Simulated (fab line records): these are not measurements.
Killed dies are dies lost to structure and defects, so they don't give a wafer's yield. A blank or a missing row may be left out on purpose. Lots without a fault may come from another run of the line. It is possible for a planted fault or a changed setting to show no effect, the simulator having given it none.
8D (eight disciplines) problem report, filled in by code | flow berkeley_cmos170 | the parts of the form that need people (team, actions taken, sign-off) are left out

1. WHAT WENT WRONG
Wafers free of any fault read 376 nm (standard deviation 6) for SPACER_TEOS_THK at UCB170_SPACER_THK_MEAS_01, against a mean of 660 nm on 6 wafers of 2 lots. Relative to the usual mean, that is a shift of +47 standard deviations.
Earliest sighting: wafer L333.1 on film_metro-04 at day 10 10:26. At this step, 42 wafers from 14 lots have a number in the record. The rule behind "out" and "out of limits": a value lying over 4 standard deviations away from the usual mean. All remaining wafers that have a number are taken as sound.

2. WHAT THIS IS AND IS NOT
question                    | is                           | is not
which readings at this step | SPACER_TEOS_THK              | -
which lots                  | L333, L334                   | L319, L320, L321, L322, L323, L324, L325, L326, L329, L340, L341, L342
which wafers of those lots  | all that have a number       | -
read on which gauges        | film_metro-01, film_metro-04 | film_metro-02
when                        | from day 10 10:26            | up to then (27 sound wafers); but 9 sound wafers of L340, L341, L342 came after

3. SUSPECTS, AND WHAT RULES EACH OUT
Counting: a tool at any process step up to the reading remains a suspect when it ran all the lots that are out and ran no sound lot after the first of those.
- the gauge at UCB170_SPACER_THK_MEAS_01: ruled out. Those wafers that are out were read across 2 gauges (film_metro-01, film_metro-04).
- pecvd-03 at UCB170_SPACER_CVD_00 (deposits SiO2 from TEOS/O2, target thk 376 nm, time 47 s): kept. All lots that are out passed through it, beginning with L333 at day 10 10:23, and no sound lot followed; its final sound lot before that point was L329 at day 9 05:06.
Left after counting: pecvd-03 at UCB170_SPACER_CVD_00.

4. THE CAUSE (what the simulator had put in)
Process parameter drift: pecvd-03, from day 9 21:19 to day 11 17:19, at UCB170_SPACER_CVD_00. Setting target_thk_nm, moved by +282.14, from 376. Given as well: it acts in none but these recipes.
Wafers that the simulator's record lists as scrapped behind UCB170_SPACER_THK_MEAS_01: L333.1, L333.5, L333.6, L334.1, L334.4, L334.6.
Counting left only this tool.

5. THE CHAIN OF EFFECTS, in route order
Each row: a reading where the mean over the struck wafers with a number is more than 3 standard deviations away from the usual. Readings are gone through only where the record gives a usual standard deviation; hours: the median, over the lots, of the time from a lot's start at the first step in this table giving one to that lot's start at this step; sigmas: the change measured in usual standard deviations.
hours | step                      | reading         | usual  | on struck wafers | change | sigmas
0     | UCB170_SPACER_THK_MEAS_01 | SPACER_TEOS_THK | 376 nm | 660              | +284   | +47

6. WHAT WOULD HAVE CAUGHT IT SOONER
The first out-of-limits reading at a measuring or inspecting step in this record came at day 10 10:26, 13 hours after the fault's start at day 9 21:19.
Of the tool readings at UCB170_SPACER_CVD_00 for which the record gives a usual standard deviation, none was out on any struck wafer, so an alarm limit of 4 standard deviations on them would not have fired.
L334, from the lots that are out (2), started UCB170_SPACER_CVD_00 on pecvd-03 later than day 10 10:26. A hold on the tool at that time would have spared it.
